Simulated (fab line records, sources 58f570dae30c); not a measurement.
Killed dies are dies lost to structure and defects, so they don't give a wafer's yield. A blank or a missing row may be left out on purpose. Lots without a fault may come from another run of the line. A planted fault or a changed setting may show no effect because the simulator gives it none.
Which tool did it? | flow berkeley_cmos170 | 7 lots, 21 wafers sampled, at 2 steps of a route of 331

WHAT THE GAUGES READ, wafer by wafer
UCB170_CONTACT_OVL_MEAS_16.
lot  | measured     | on         | CONTACT_OVL (nm)
L874 | day 7 10:29  | overlay-02 | -5 -8 -6
L877 | day 7 15:49  | overlay-01 | 2 -1 4
L879 | day 8 14:30  | overlay-02 | -8 -8 -13
L881 | day 8 17:41  | overlay-02 | -9 0 -4
L886 | day 9 22:23  | overlay-02 | 6 5 2
L888 | day 10 08:37 | overlay-01 | -1 4 -6
L892 | day 11 09:19 | overlay-01 | 246 252 253

WHICH TOOL RAN EACH LOT (tool, then ch and the chambers of the sampled wafers, then the start)
lot  | UCB170_CONTACT_EXPOSE_12
L874 | krf_scanner-02 ch 0, day 7 09:20
L877 | krf_scanner-02 ch 0, day 7 15:17
L879 | krf_scanner-02 ch 0, day 8 13:32
L881 | krf_scanner-02 ch 0, day 8 17:11
L886 | krf_scanner-01 ch 0, day 9 21:48
L888 | krf_scanner-01 ch 0, day 10 07:53
L892 | krf_scanner-02 ch 0, day 11 08:50
- UCB170_CONTACT_EXPOSE_12: exposes mask CONT, target cd 700 nm.

THE ANSWER, worked out from the rows above alone
Rule: what is usual is taken from the lots themselves. Put in order of their means at a reading, lots are off if they are a third of the lots or fewer, leave a main group of 4 or more, and stand apart from it by a gap of 3 or more times the standard deviation of the main group's means; of several such gaps the widest counts. A main group whose means are all the same, to the digits that the tables above print for the reading, isn't used. A lot without any number at a reading at which 4 lots or more have one is off too. The other lots that the step has rows for count as sound.
Off: L892, at UCB170_CONTACT_OVL_MEAS_16 (CONTACT_OVL). The main group: mean -3 nm, standard deviation 4.8.
A tool fits if, at a process step before that reading, it ran every lot that is off, and no sound lot after the first of them. The gauges at UCB170_CONTACT_OVL_MEAS_16 are tried like those tools. Can't be told from this: 2 tools fit, krf_scanner-02 at UCB170_CONTACT_EXPOSE_12, overlay-01 at UCB170_CONTACT_OVL_MEAS_16.

WHAT THE SIMULATOR HAD PUT IN
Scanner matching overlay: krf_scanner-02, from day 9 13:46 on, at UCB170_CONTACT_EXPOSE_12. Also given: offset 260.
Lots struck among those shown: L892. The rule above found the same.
